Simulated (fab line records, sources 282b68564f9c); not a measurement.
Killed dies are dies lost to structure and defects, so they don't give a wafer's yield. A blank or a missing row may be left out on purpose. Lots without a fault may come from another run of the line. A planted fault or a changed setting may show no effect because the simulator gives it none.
fab line records | flow rit_cmos
record lots=13 wafers=39 last_day=8
route steps=202 shown GATE@89 M1@202
lots that met no fault: from a run of the same line without faults
start_h: hours from the record's first day to the start of the lot's first wafer shown | wait_h: hours since the lot's step before | " the same as in the row above | L1.1+2: a row that stands for several wafers | - no value, or no start given | * or withheld: withheld | < > ~ a bound
route shown NAME@n: a module of which the file shows steps, and the number in the route of the first | usual: mean/standard deviation of fault-free wafers | same: alike in all rows | chamber/n: place in a boat | sites: the reading at each site | _std_site: their standard deviation | _edge_site: outer sites' mean less inner sites' | radius_mm: how far each site lies from the wafer's centre | mask NAME#n: copy n | behind: the tool/chamber that last shaped the wafer | hold: why the lot was held/for how many hours/how that ended | device: the transistor (n, p or np) that didn't switch | end of line: the same wafers' tests at the end of the route | a step without rows: its recipe alone | killed: dies lost to structure and defects at the first sort, not the wafer's yield | map: a wafer's dies, x killed, . not, _ none there
set.NAME: the setting as run; set.NAME@STEP: as run at that earlier step | model.NAME: the simulator's own value behind a step, which no gauge read
steps of the route over a sample of lots; a table a step, a row a wafer
services: from which hour (start_h, from the record's first day; less than 0 if before it) a tool's chamber was out of use, for how many hours, and why
## steps
# step RIT_GATE_EXPOSE_13
# recipe mask_id=M6 na=0.6 source_shape=conventional sigma_outer=0.6 target_cd_nm=150 dose_mj=385
# usual exposure_dose_mJ_cm2=383.2/0.41 focus_offset_nm=0.1/0.5 reticle_temp_C=23.00/0.11
# columns lot.wafer tool chamber start_h wait_h mask exposure_dose_mJ_cm2 focus_offset_nm reticle_temp_C
L296.4 iline_stepper-01 0 40.62 0.1 M6#0 383.4 -0.1 23.16
L296.5 " 0 " " M6#0 383.4 -0.4 23.11
L296.6 " 0 " " M6#0 383.6 0.1 23.06
L297.2 iline_stepper-02 0 42.88 0.2 M6#0 383.2 0.0 23.02
L297.4 " 0 " " M6#0 383.1 0.3 23.05
L297.6 " 0 " " M6#0 383.3 0.7 22.96
L298.3 iline_stepper-01 0 47.15 0.2 M6#0 383.5 0.2 22.97
L298.5 " 0 " " M6#0 383.1 0.5 22.95
L298.6 " 0 " " M6#0 383.6 0.0 23.14
L299.2 iline_stepper-02 0 53.33 0.2 M6#0 383.4 0.1 22.87
L299.3 " 0 " " M6#0 383.6 0.1 22.87
L299.6 " 0 " " M6#0 383.7 -0.2 22.81
L301.3 iline_stepper-02 0 61.06 0.2 M6#0 383.3 0.2 23.03
L301.5 " 0 " " M6#0 383.5 1.2 23.20
L301.6 " 0 " " M6#0 382.9 0.5 23.12
L302.3 iline_stepper-01 0 67.69 0.3 M6#0 368.8 0.3 23.09
L302.4 " 0 " " M6#0 367.7 -0.1 23.05
L302.5 " 0 " " M6#0 368.5 -0.3 22.99
L306.2 iline_stepper-02 0 87.36 0.1 M6#0 382.9 -0.9 23.05
L306.3 " 0 " " M6#0 383.3 -0.4 23.07
L306.5 " 0 " " M6#0 382.8 -0.6 23.20
L312.3 iline_stepper-02 0 118.75 0.2 M6#0 382.6 -0.2 23.00
L312.4 " 0 " " M6#0 382.8 -0.6 23.01
L312.5 " 0 " " M6#0 382.9 0.3 22.92
L315.2 iline_stepper-02 0 137.82 0.2 M6#0 383.2 0.4 23.09
L315.3 " 0 " " M6#0 383.1 -0.2 23.13
L315.4 " 0 " " M6#0 382.5 -0.1 23.05
L316.2 iline_stepper-01 0 151.34 0.2 M6#0 382.5 0.3 22.91
L316.3 " 0 " " M6#0 382.9 0.7 23.05
L316.4 " 0 " " M6#0 383.1 -0.1 23.16
L317.1 iline_stepper-01 0 164.77 0.2 M6#0 382.6 0.3 22.94
L317.3 " 0 " " M6#0 383.2 -0.5 23.04
L317.6 " 0 " " M6#0 382.2 -0.2 22.92
L318.1 iline_stepper-02 0 165.01 0.4 M6#0 383.7 0.3 23.08
L318.4 " 0 " " M6#0 383.9 -0.7 23.00
L318.5 " 0 " " M6#0 383.7 -0.1 23.08
L319.2 iline_stepper-01 0 178.20 0.2 M6#0 383.5 -0.9 22.96
L319.3 " 0 " " M6#0 383.2 -0.4 22.93
L319.4 " 0 " " M6#0 383.3 0.0 22.71
# step RIT_GATE_CD_MEAS_16
# recipe target_cd_nm=150
# usual cd_nm=150.1/2.4
# columns lot.wafer tool chamber start_h wait_h cd_nm
L296.4 cd_sem-01 - 41.02 - 155.8
L296.5 " - " " 152.7
L296.6 " - " " 153.0
L297.2 cd_sem-02 - 43.28 - 154.5
L297.4 " - " " 152.9
L297.6 " - " " 152.9
L298.3 cd_sem-02 - 47.55 - 147.5
L298.5 " - " " 147.9
L298.6 " - " " 148.4
L299.2 cd_sem-02 - 53.73 - 150.7
L299.3 " - " " 151.6
L299.6 " - " " 152.9
L301.3 cd_sem-02 - 61.46 - 148.7
L301.5 " - " " 151.1
L301.6 " - " " 149.6
L302.3 cd_sem-01 - 68.10 - 13.5
L302.4 " - " " -
L302.5 " - " " 132.7
L306.2 cd_sem-02 - 87.82 - 150.8
L306.3 " - " " 151.9
L306.5 " - " " 148.3
L312.3 cd_sem-01 - 119.15 - 150.0
L312.4 " - " " 149.4
L312.5 " - " " 149.3
L315.2 cd_sem-01 - 138.23 - 149.1
L315.3 " - " " 147.8
L315.4 " - " " 149.0
L316.2 cd_sem-02 - 151.74 - 147.1
L316.3 " - " " 147.2
L316.4 " - " " 147.2
L317.1 cd_sem-02 - 165.17 - 145.8
L317.3 " - " " 149.0
L317.6 " - " " 148.9
L318.1 cd_sem-02 - 165.45 - 150.7
L318.4 " - " " 150.2
L318.5 " - " " 151.8
L319.2 cd_sem-01 - 178.60 - 152.5
L319.3 " - " " 153.5
L319.4 " - " " 155.1
# step RIT_M1_PROBE_99
# usual killed_at_contacts=0.1/0.25 killed_at_front_end=7/3.3 killed_dies=7/3.2 killed_on_rim=1.9/1.5 killed_open=3.6/2.2 killed_short=3.5/2
# same gross_dies=264 killed_at_M0_to_M3=0 killed_at_M4_up=0 killed_at_back_side=0 killed_at_other=0
# columns lot.wafer tool chamber start_h wait_h killed_at_contacts killed_at_front_end killed_dies killed_on_rim killed_open killed_short
L302.3 prober-02 - 90.00 0.2 0 264 264 70 5 0
L302.4 prober-02 - 90.05 0.2 0 264 264 70 9 7
L302.5 prober-02 - 90.10 0.2 1 18 19 5 3 4
L306.2 prober-02 - 109.39 0.1 0 9 9 2 7 2
L306.3 prober-02 - 109.44 0.2 0 3 3 0 2 1
L306.5 prober-02 - 109.54 0.2 0 7 7 1 6 1
# killed by level:class
L302.3 GATE:area_expose=259 GATE:geometric_particle:open=3 FOX1:geometric_particle:open=1 REOX:geometric_particle:open=1
L302.4 GATE:area_expose=248 GATE:geometric_particle:open=7 GATE:geometric_particle:short=5 FOX1:geometric_particle:short=2 REOX:geometric_particle:open=1 SILICIDE:geometric_particle:open=1
L302.5 GATE:area_expose=12 REOX:geometric_particle:open=2 GATE:geometric_particle:open=1 GATE:geometric_particle:short=1 REOX:geometric_particle:short=1 SILICIDE:geometric_particle:short=1 CONTACT:geometric_particle:short=1
L306.2 GATE:geometric_particle:open=5 REOX:geometric_particle:open=2 GATE:geometric_particle:short=1 REOX:geometric_particle:short=1
L306.3 FOX1:geometric_particle:open=2 GATE:geometric_particle:short=1
L306.5 GATE:geometric_particle:open=6 GATE:geometric_particle:short=1
## services
# columns tool chamber start_h hours kind
iline_stepper-02 - 66.17 2.1 pm
iline_stepper-02 - 68.25 - consumable_replace:lamp
iline_stepper-01 - 83.48 1.7 pm
iline_stepper-02 - 99.51 1.7 pm
## key
first_sign step=RIT_GATE_EXPOSE_13 reading=exposure_dose_mJ_cm2 direction=down sigmas=36 usual=383.2 struck=368.4
effect step=RIT_GATE_CD_MEAS_16 reading=cd_nm direction=down sigmas=32 usual=150.1 struck=73.1 through=control_loop
effect step=RIT_M1_PROBE_99 reading=killed_dies direction=up sigmas=54 usual=7 struck=182
more_kills_born_at RIT_GATE_EXPOSE_13@iline_stepper-01=519
met_at RIT_GATE_EXPOSE_13
struck_lots L302
later_rows_left_out L302.3,L302.4
tester_left_out L302
loop_trim step=RIT_GATE_EXPOSE_13 setting=dose lots=L302
onset_between 47.15 67.69
fault kind=process_parameter_drift tool=iline_stepper-01 chamber=- onset_h=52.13 steps=RIT_GATE_EXPOSE_13 channel=focus_nm offset=465.47 spread_by_wafer=0.3 shape=step end_h=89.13
# tester_left_out: of these lots the tester's yield and bins aren't shown, on N5 and GAA mostly nor the transistor test; their killed dies are dies lost to structure and defects alone, not to doping, threshold or leakage, so they don't give the yield
# later_rows_left_out: the simulator's readings of these wafers behind a module that went badly wrong aren't trusted and aren't shown, but for the sort
# loop_trim: a control loop set the setting to another value than it would have without faults
